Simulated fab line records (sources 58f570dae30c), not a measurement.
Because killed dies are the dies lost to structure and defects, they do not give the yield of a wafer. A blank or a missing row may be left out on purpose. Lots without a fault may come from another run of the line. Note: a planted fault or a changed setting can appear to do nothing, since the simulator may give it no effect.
fab line records    flow berkeley-cmos170
record lots=6  wafers=18  last-day=12
route steps=331 shown PWELL@36
lots untouched by any fault: they come from a run of this same line in which no faults occurred
start-h: hours from the record's first day to the start of the lot's first wafer shown    wait-h: time in hours since the lot's previous step    " repeats the value in the row above    L1.1+2: a row that stands for several wafers    - no value, or no start was given    * or withheld: withheld    < > ~ a bound
route shown NAME@n: NAME is a module with steps in the file, n the number in the route of the first one    usual: the fault-free wafers' mean and standard deviation    same: alike in all rows    chamber/n: place in a boat    sites: the reading at each site    _std_site: the standard deviation of these    _edge_site: inner sites' mean taken away from outer sites' mean    radius-mm: how far each site lies from the wafer's centre    mask NAME#n: copy n    behind: tool/chamber where the wafer was last shaped    hold: cause of the lot's hold/its duration in hours/its outcome    device: names the non-switching transistor (n, p or np)    end of line: tests of these same wafers at the route's end    a step with no rows: only its recipe    killed: the dies lost at the first sort to structure and to defects; this is not the yield of the wafer    map: a wafer's dies, marking killed ones x, the rest . and places with no die _
set.NAME: setting as actually run; set.NAME@STEP: the setting as run at that earlier step    model.NAME: the simulator's own value behind a step, which no gauge read
lots seen at some steps along the route; tables by step, rows by wafer
services: a tool's chamber out of use, with start hour (start-h, from the record's first day; less than 0 if before it), hours out, and reason
## steps
# step UCB170_PWELL_OXIDATION_02
# recipe temp-c=1000  ambient=O2  target-thk-a=264  ox-time-s=1260
# step UCB170_PWELL_THK_MEAS_03
# recipe reads=SiO2_of_PWELL_OXIDATION_02
# usual PWELL_OXIDE_THK=26.8/0.48
lot.wafer  tool           chamber  start-h  wait-h  PWELL_OXIDE_THK[nm]
L268.1     film-metro-04  -        47.43    0.0     26.9
L268.2     "              -        "        "       26.8
L268.3     "              -        "        "       26.9
L269.1     film-metro-04  -        53.78    0.0     28.1
L269.4     "              -        "        "       27.9
L269.6     "              -        "        "       28.1
L284.1     film-metro-01  -        137.91   0.1     26.8
L284.4     "              -        "        "       26.7
L284.6     "              -        "        "       26.5
L287.1     film-metro-03  -        145.70   0.0     26.8
L287.4     "              -        "        "       26.7
L287.5     "              -        "        "       27.0
L286.3     film-metro-01  -        145.72   0.0     27.1
L286.5     "              -        "        "       27.2
L286.6     "              -        "        "       27.0
L289.2     film-metro-03  -        158.32   0.0     26.9
L289.4     "              -        "        "       26.9
L289.6     "              -        "        "       26.3
# step UCB170_PWELL_ANNEAL_04
# recipe temp-c=1000  time-s=900  ambient=N2
# step UCB170_PWELL_CVD_05
# recipe material=Si3N4  target-thk-nm=220  temp-c=800  precursor=SiH2Cl2/NH3  time-s=3300  pressure-mtorr=200  sih2cl2-flow-sccm=25  nh3-flow-sccm=75
# step UCB170_PWELL_THK_MEAS_06
# recipe reads=Si3N4_of_PWELL_CVD_05
# usual PWELL_NITRIDE_THK=221.5/2
lot.wafer  tool           chamber  start-h  wait-h  PWELL_NITRIDE_THK[nm]
L268.1     film-metro-01  -        51.13    0.0     225.6
L268.2     "              -        "        "       222.9
L268.3     "              -        "        "       226.4
L269.1     film-metro-01  -        60.13    0.0     220.0
L269.4     "              -        "        "       220.4
L269.6     "              -        "        "       219.9
L284.1     film-metro-03  -        144.31   0.0     222.9
L284.4     "              -        "        "       223.2
L284.6     "              -        "        "       221.9
L287.1     film-metro-04  -        153.55   0.0     221.5
L287.4     "              -        "        "       221.5
L287.5     "              -        "        "       220.6
L286.3     film-metro-03  -        153.57   0.0     223.6
L286.5     "              -        "        "       224.0
L286.6     "              -        "        "       223.0
L289.2     film-metro-03  -        170.04   0.0     220.2
L289.4     "              -        "        "       219.4
L289.6     "              -        "        "       220.1
# step UCB170_PWELL_HMDS_07
# recipe prime-time-s=60  prime-temp-c=100
# step UCB170_PWELL_COAT_08
# recipe resist=KrF  spin-rpm=1500  resist-thk-nm=900
# step UCB170_PWELL_SOFTBAKE_09
# recipe resist=KrF  temp-c=130  time-s=60
# step UCB170_PWELL_EXPOSE_10
# recipe mask-id=PWELL  target-cd-nm=3000  na=0.5  sigma-outer=0.6  source-shape=conventional  dose-mj=19
# step UCB170_PWELL_PEB_11
# recipe peb-temp-c=130  peb-time-s=withheld  resist=KrF
# step UCB170_PWELL_DEVELOP_12
# recipe developer=TMAH  develop-time-s=45  resist=KrF  dev-temp-c=21
# step UCB170_PWELL_OVL_MEAS_13
# usual PWELL_OVL=-2/6.2
lot.wafer  tool        chamber  start-h  wait-h  PWELL_OVL[nm]
L268.1     overlay-01  -        52.47    -       3
L268.2     "           -        "        "       -9
L268.3     "           -        "        "       1
L269.1     overlay-01  -        61.72    -       -4
L269.4     "           -        "        "       2
L269.6     "           -        "        "       3
L284.1     overlay-02  -        146.01   -       -9
L284.4     "           -        "        "       -9
L284.6     "           -        "        "       -10
L286.3     overlay-02  -        154.90   -       -15
L286.5     "           -        "        "       -13
L286.6     "           -        "        "       -9
L287.1     overlay-01  -        155.52   -       3
L287.4     "           -        "        "       2
L287.5     "           -        "        "       6
L289.2     overlay-02  -        170.94   -       -4
L289.4     "           -        "        "       0
L289.6     "           -        "        "       3
# step UCB170_PWELL_ETCH_14
# recipe chemistry=CH3F/Ar/O2  target=Si3N4  stop-on=SiO2  CH3F_flow_sccm=20  Ar_flow_sccm=50  O2_flow_sccm=7  pressure-mtorr=50  rf-w=450  target-depth-a=2420  over-etch-frac=0.1  time-s=151
# usual CH3F_flow_sccm=20.00/0.051  O2_flow_sccm=7.004/0.023  drypump-motor-current-A=5.9/0.39  oes-product-au=0.950/0.017  throttle-valve-pct=8.09/0.13  time-s=151/0
lot.wafer  tool         chamber  start-h  wait-h  CH3F_flow_sccm  O2_flow_sccm  drypump-motor-current-A  oes-product-au  rf-hours-counter-h  throttle-valve-pct  time-s  model.KrF_of_PWELL_COAT_08.thk-nm  model.SiO2_of_PWELL_OXIDATION_02.thk-nm
L268.1     rie-diel-01  0        52.51    0.0     19.95           7.029         6.0                      0.968           35                  8.03                151     714                                22.65
L268.2     "            3        "        "       20.01           7.004         5.2                      0.946           101                 8.02                151     715.3                              23.06
L268.3     "            2        "        "       20.04           7.006         6.1                      0.956           148                 7.95                151     716                                23.15
L269.1     rie-diel-01  3        61.75    0.0     19.93           7.013         5.2                      0.939           101                 8.01                151     724.5                              24.44
L269.4     "            1        "        "       19.95           6.995         6.0                      0.932           76                  8.12                151     723                                24.05
L269.6     "            2        "        "       19.91           7.036         6.2                      0.942           -                   7.94                151     723.3                              24.33
L284.1     rie-diel-04  3        146.05   0.0     20.12           6.938         5.6                      0.963           20                  8.22                151     714.3                              22.25
L284.4     "            0        "        "       20.03           6.979         5.5                      0.972           152                 8.02                151     718.5                              22.85
L284.6     "            2        "        "       20.05           6.967         5.8                      0.937           -                   7.90                151     728.8                              22.82
L286.3     rie-diel-03  3        154.92   0.0     -               -             -                        -               -                   -                   -       887.3                              27.13
L286.5     "            0        "        "       -               -             -                        -               -                   -                   -       880.9                              27.28
L286.6     "            3        "        "       -               -             -                        -               -                   -                   -       885.4                              27
L287.1     rie-diel-04  2        155.56   0.0     -               -             -                        -               -                   -                   -       885.2                              26.83
L287.4     "            0        "        "       -               -             -                        -               -                   -                   -       887.8                              26.78
L287.5     "            3        "        "       -               -             -                        -               -                   -                   -       884                                26.98
L289.2     rie-diel-01  0        170.97   0.0     19.94           6.988         6.0                      0.944           42                  8.02                151     715.7                              22.67
L289.4     "            0        "        "       20.00           6.998         6.0                      0.951           -                   8.02                151     716.9                              22.65
L289.6     "            1        "        "       20.02           6.974         5.9                      0.940           -                   8.14                151     726.6                              22.47
# step UCB170_PWELL_IMPLANT_15
# recipe species=B  dose-cm2=5e+12  energy-kev=60  tilt-deg=7
# step UCB170_PWELL_STRIP_16
# recipe chemistry=O2  power-w=400  pressure-mtorr=3500  platen-temp-c=withheld  o2-flow-sccm=400  overash-fraction=0.5
# usual drypump-motor-current-A=5.7/0.6  oes-product-au=0.721/0.0043  strip-time-to-endpoint-s=18.05/0.095
lot.wafer  tool             chamber  start-h  wait-h  drypump-motor-current-A  oes-product-au  rf-hours-counter-h  strip-time-to-endpoint-s
L268.1     plasma-asher-03  0        52.76    0.1     6.5                      0.725           20                  17.84
L268.2     "                1        "        "       5.0                      0.722           20                  17.86
L268.3     "                1        "        "       5.0                      0.718           -                   17.88
L269.1     plasma-asher-01  1        62.00    0.1     5.5                      0.724           40                  18.09
L269.4     "                0        "        "       5.1                      0.721           -                   18.04
L269.6     "                1        "        "       5.5                      0.723           -                   18.06
L284.1     plasma-asher-01  0        146.30   0.1     5.1                      0.718           48                  17.85
L284.4     "                1        "        "       5.5                      0.722           -                   17.94
L284.6     "                0        "        "       5.1                      0.723           -                   18.19
L286.3     plasma-asher-03  1        155.21   0.1     5.0                      0.732           -                   21.66
L286.5     "                0        "        "       6.5                      0.737           -                   21.51
L286.6     "                1        "        "       5.0                      0.735           -                   21.62
L287.1     plasma-asher-02  1        155.81   0.1     6.5                      0.734           5                   21.61
L287.4     "                1        "        "       6.5                      0.733           -                   21.68
L287.5     "                0        "        "       5.8                      0.737           -                   21.58
L289.2     plasma-asher-01  1        171.22   0.1     5.5                      0.718           50                  17.85
L289.4     "                0        "        "       5.1                      0.722           -                   17.91
L289.6     "                0        "        "       5.1                      0.719           -                   18.14
# step UCB170_PWELL_TW_MEAS_17
# usual PWELL_TW=383.0/2.6
lot.wafer  tool           chamber  start-h  wait-h  PWELL_TW
L268.1     film-metro-01  -        52.86    0.1     385.4
L268.2     "              -        "        "       386.8
L268.3     "              -        "        "       384.8
L269.1     film-metro-04  -        62.10    0.1     383.7
L269.4     "              -        "        "       383.0
L269.6     "              -        "        "       382.7
L284.1     film-metro-03  -        146.40   0.1     381.6
L284.4     "              -        "        "       380.6
L284.6     "              -        "        "       381.3
L286.3     film-metro-04  -        155.29   0.1     380.6
L286.5     "              -        "        "       382.1
L286.6     "              -        "        "       381.9
L287.1     film-metro-01  -        155.91   0.1     387.8
L287.4     "              -        "        "       387.1
L287.5     "              -        "        "       388.1
L289.2     film-metro-03  -        171.33   0.1     381.8
L289.4     "              -        "        "       380.4
L289.6     "              -        "        "       383.0
## services
tool             chamber  start-h  hours  kind
plasma-asher-03  -        34.05    2.8    pm
rie-diel-04      3        37.79    6.7    repair
rie-diel-04      1        51.35    9.3    repair
rie-diel-01      1        69.06    9.2    repair
rie-diel-04      2        74.50    8.2    repair
rie-diel-01      3        75.36    9.3    repair
rie-diel-01      1        81.92    4.7    repair
rie-diel-04      -        98.98    0.3    repair
rie-diel-04      2        104.95   13.0   repair
plasma-asher-02  -        108.75   9.0    pm
plasma-asher-02  0        108.75   9.0    vent-cycle
plasma-asher-02  1        108.75   9.0    vent-cycle
rie-diel-03      1        109.77   -      clean
rie-diel-03      1        109.77   14.9   scheduled-down
rie-diel-03      1        109.77   14.9   vent-cycle
plasma-asher-02  0        117.75   -      clean
plasma-asher-02  1        117.75   -      clean
plasma-asher-01  -        121.54   14.6   pm
rie-diel-04      0        161.07   -      clean
rie-diel-04      0        161.07   14.6   scheduled-down
rie-diel-04      0        161.07   14.6   vent-cycle
rie-diel-01      2        165.25   -      clean
rie-diel-01      2        165.25   21.1   scheduled-down
rie-diel-01      2        165.25   21.1   vent-cycle
## key
first-sign step=UCB170_PWELL_ETCH_14  reading=tool-record  direction=missing
effect step=UCB170_PWELL_STRIP_16  reading=strip-time-to-endpoint-s  direction=up  sigmas=38  usual=*  struck=*
model-effect step=UCB170_PWELL_ETCH_14  value=KrF_of_PWELL_COAT_08.thk-nm  without=723.1  struck=885.1
met-at UCB170_PWELL_ETCH_14
struck-wafers L286.3,L286.5,L286.6,L287.1,L287.4,L287.5
later-rows-left-out L286.3,L286.5,L286.6,L287.1,L287.4,L287.5
sort-left-out L286.3,L286.5,L286.6,L287.1,L287.4,L287.5
tester-left-out L286,L287
onset-between 146.05 154.92
fault kind=skipped-step-whole  tool=rie-diel-03,rie-diel-04  chamber=-  onset-h=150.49  steps=UCB170_PWELL_ETCH_14  scope=struck-lots-only
# tester-left-out: of these lots the tester's yield and bins aren't shown, on N5 and GAA mostly nor the transistor test; their killed dies are dies lost to structure and defects alone, not to doping, threshold or leakage, so they don't give the yield
# sort-left-out: the simulated sort isn't trusted on such a fault, so these wafers' sort isn't shown, and their yield isn't known
# later-rows-left-out: the simulator's readings of these wafers behind a module that went badly wrong aren't trusted and aren't shown, but for the sort
